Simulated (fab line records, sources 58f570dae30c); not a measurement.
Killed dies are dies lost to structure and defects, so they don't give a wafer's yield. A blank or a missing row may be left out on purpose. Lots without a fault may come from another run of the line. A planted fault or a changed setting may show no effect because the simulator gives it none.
A struck lot beside a sound one | flow berkeley_cmos170 | 43 steps out of a route of 331
Sound: wafers L853.4, L853.5, L853.6. Struck: wafers L849.1, L849.3, L849.4. The cause comes at the end.
At each step with rows: each side's tool, then ch and its chambers, then its first start. Under that, the readings that differ: sound wafers | struck wafers | difference of the means | sigmas: that difference in standard deviations of wafers without a fault.
alike: readings whose means differ by less than 2 such deviations, and words and numbers that are the same on both sides. not compared: withheld readings, readings that some wafer has no value for, bounds like >300 that may hide the same value, and numbers for which the record gives no deviation and whose values overlap.
The two part at a step that has a row with sigmas, a row that says differs or no value, or rows on one side only. Numbers that don't overlap but have no deviation are shown without sigmas and don't part them. A reading that every wafer of one side lacks parts them only if that side has two wafers or more.

first, 4 steps without rows for these wafers: UCB170_NWELL_SOFTBAKE_08 (time 60 s); UCB170_NWELL_EXPOSE_09 (exposes mask NWELL, target cd 3000 nm); UCB170_NWELL_PEB_10; UCB170_NWELL_DEVELOP_11 (develop time 45 s).
UCB170_NWELL_OVL_MEAS_12:
  sound on overlay-01, day 6 07:40; struck on overlay-02, day 5 05:23
  alike: NWELL_OVL
UCB170_NWELL_ETCH_13: etches Si3N4 in CH3F/Ar/O2, stops on SiO2, target depth 246.4 nm, time 154 s.
  sound on rie_diel-02 ch 0,1, day 6 07:40; struck on rie_diel-01 ch 0,1,2, day 5 05:25
  reading               | sound             | struck            | difference | sigmas
  oes_product_au (a.u.) | 0.968 0.942 0.977 | 0.947 0.899 0.924 | -0.039     | -2
  alike: drypump_motor_current_A, rf_fwd_power_W, throttle_valve_pct
  not compared: rf_hours_counter_h
then, 1 step without rows for these wafers: UCB170_NWELL_IMPLANT_14.
UCB170_NWELL_STRIP_15: strips in O2.
  sound on plasma_asher-03 ch 0,1, day 6 07:58; struck on plasma_asher-01 ch 0,1, day 5 05:40
  alike: drypump_motor_current_A, oes_product_au, strip_time_to_endpoint_s
  not compared: rf_hours_counter_h
UCB170_NWELL_TW_MEAS_16:
  sound on film_metro-03, day 6 08:04; struck on film_metro-01, day 5 05:46
  alike: NWELL_TW
then, 3 steps without rows for these wafers: UCB170_NWELL_CLEAN_17 (cleans in SPM, time 600 s); UCB170_NWELL_WET_ETCH_18 (etches Si3N4 in H3PO4, time 14400 s); UCB170_NWELL_WET_ETCH_19 (etches SiO2 in BOE, time 22 s).
UCB170_PWELL_CLEAN_00: cleans in SPM, time 600 s.
  sound on wet_bench-04 ch 0, day 6 12:17; struck on wet_bench-01 ch 0, day 5 11:06
then, 2 steps without rows for these wafers: UCB170_PWELL_CLEAN_01 (cleans in dHF, time 60 s); UCB170_PWELL_OXIDATION_02 (target thk 26.4 nm, ox time 1260 s).
UCB170_PWELL_THK_MEAS_03:
  sound on film_metro-04, day 6 14:41; struck on film_metro-01, day 5 14:50
  alike: PWELL_OXIDE_THK
then, 2 steps without rows for these wafers: UCB170_PWELL_ANNEAL_04 (time 900 s); UCB170_PWELL_CVD_05 (deposits Si3N4 from SiH2Cl2/NH3, target thk 220 nm, time 3300 s).
UCB170_PWELL_THK_MEAS_06:
  sound on film_metro-03, day 6 21:07; struck on film_metro-04, day 5 21:58
  alike: PWELL_NITRIDE_THK
then, 6 steps without rows for these wafers: UCB170_PWELL_HMDS_07 (prime time 60 s); UCB170_PWELL_COAT_08 (resist thk 900 nm); UCB170_PWELL_SOFTBAKE_09 (time 60 s); UCB170_PWELL_EXPOSE_10 (exposes mask PWELL, target cd 3000 nm); UCB170_PWELL_PEB_11; UCB170_PWELL_DEVELOP_12 (develop time 45 s).
UCB170_PWELL_OVL_MEAS_13:
  sound on overlay-01, day 6 22:46; struck on overlay-02, day 5 23:13
  alike: PWELL_OVL
UCB170_PWELL_ETCH_14: etches Si3N4 in CH3F/Ar/O2, stops on SiO2, target depth 242 nm, time 151 s.
  sound on rie_diel-04 ch 0,1,3, day 6 22:47; struck on rie_diel-03 ch 0,1,3, day 5 23:15
  alike: drypump_motor_current_A, oes_product_au, rf_fwd_power_W, throttle_valve_pct
  not compared: rf_hours_counter_h
then, 1 step without rows for these wafers: UCB170_PWELL_IMPLANT_15.
UCB170_PWELL_STRIP_16: strips in O2.
  sound on plasma_asher-01 ch 0,1, day 6 23:04; struck on plasma_asher-04 ch 0,1, day 5 23:30
  alike: drypump_motor_current_A, oes_product_au, strip_time_to_endpoint_s
  not compared: rf_hours_counter_h
UCB170_PWELL_TW_MEAS_17:
  sound on film_metro-03, day 6 23:10; struck on film_metro-04, day 5 23:36
  alike: PWELL_TW
then, 5 steps without rows for these wafers: UCB170_PWELL_CLEAN_18 (cleans in SPM, time 600 s); UCB170_PWELL_WET_ETCH_19 (etches Si3N4 in H3PO4, time 14400 s); UCB170_PWELL_WET_ETCH_20 (etches SiO2 in BOE, time 22 s); UCB170_WELLDRIVE_CLEAN_00 (cleans in SPM, time 600 s); UCB170_WELLDRIVE_OXIDATION_01 (target thk 199 nm, ox time 9000 s).
UCB170_WELLDRIVE_THK_MEAS_02:
  sound on film_metro-02, day 7 09:24; struck on film_metro-01, day 6 10:13
  alike: WELLDRIVE_OXIDE_THK
then, 5 steps without rows for these wafers: UCB170_WELLDRIVE_ANNEAL_03 (time 900 s); UCB170_WELLDRIVE_WET_ETCH_04 (etches SiO2 in BOE, time 120 s); UCB170_ACTIVE_CLEAN_00 (cleans in SPM, time 600 s); UCB170_ACTIVE_CLEAN_01 (cleans in dHF, time 60 s); UCB170_ACTIVE_OXIDATION_02 (target thk 26.4 nm, ox time 1260 s).
UCB170_ACTIVE_THK_MEAS_03:
  sound on film_metro-03, day 7 20:46; struck on film_metro-03, day 6 21:35
  alike: ACTIVE_OXIDE_THK
-- the record jumps here: 4 days lie between the struck wafers' starts before and after (it left off in module ACTIVE and takes up again in module M3, whose first step shown is number 331 of the route) --
UCB170_M3_PROBE_99:
  the record has rows for the struck wafers here (prober-02, day 11 05:45) and none for the sound ones

WHERE THEY PART
First at UCB170_NWELL_ETCH_13; last, within this record, at UCB170_M3_PROBE_99.

WHY: what the simulator had put in
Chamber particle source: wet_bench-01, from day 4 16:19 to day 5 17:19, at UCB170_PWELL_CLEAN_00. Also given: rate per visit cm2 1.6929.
